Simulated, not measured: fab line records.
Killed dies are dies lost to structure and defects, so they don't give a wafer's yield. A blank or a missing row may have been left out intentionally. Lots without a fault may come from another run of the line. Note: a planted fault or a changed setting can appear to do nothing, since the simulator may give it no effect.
The tool behind it: which one?    flow rit_cmos    21 wafers from 7 lots sampled at 2 of the route's 202 steps

== WHAT EACH GAUGE READ, for each wafer ==
RIT_M1_CD_MEAS_09 targets a cd of 2600 nm.
lot   measured     on         cd_nm (nm)
L339  day 4 05:47  cd_sem-02  2597.0 2598.9 2600.3
L341  day 4 11:51  cd_sem-02  2606.3 2606.6 2606.6
L344  day 5 04:29  cd_sem-02  2602.0 2602.7 2602.0
L348  day 5 23:14  cd_sem-02  2600.1 2599.4 2598.5
L354  day 7 00:50  cd_sem-01  - - -
L358  day 7 20:33  cd_sem-01  2596.6 2597.2 2596.4
L360  day 8 08:52  cd_sem-01  2603.6 2603.1 2602.3

== EACH LOT AND THE TOOL THAT RAN IT (in order: tool; ch and the chambers of the sampled wafers; start) ==
lot   RIT_M1_COAT_04
L339  litho_track-01 ch 0, day 4 05:03
L341  litho_track-03 ch 0, day 4 11:01
L344  litho_track-01 ch 0, day 5 03:46
L348  litho_track-03 ch 0, day 5 22:28
L354  litho_track-01, day 7 00:07
L358  litho_track-04 ch 0, day 7 19:50
L360  litho_track-01 ch 0, day 8 08:08
- RIT_M1_COAT_04: resist thk 1300 nm.

== THE ANSWER, worked out from the rows above alone ==
Rule: the lots themselves supply what counts as usual. The widest of any qualifying gaps counts: lots, ordered by their means at a reading, are off when they make up no more than a third of the lots, leave a main group of 4 or more, and stand apart from it by 3 or more times the standard deviation of that group's means. A main group is skipped when, at the precision printed for the reading in the tables above, its means are all equal. Also off: a lot with no number at a reading for which 4 or more lots have one. All remaining lots with rows at the step are treated as sound.
Off at RIT_M1_CD_MEAS_09 (cd_nm): L354. Without a number there: L354. The main group: mean 2601.1 nm, standard deviation 3.2.
A tool fits if, at a process step before that reading, it ran every lot that is off, and no sound lot after the first of them. The gauges at RIT_M1_CD_MEAS_09 are tried like those tools. None of those tried fits.

== WHAT THE SIMULATOR PUT IN ==
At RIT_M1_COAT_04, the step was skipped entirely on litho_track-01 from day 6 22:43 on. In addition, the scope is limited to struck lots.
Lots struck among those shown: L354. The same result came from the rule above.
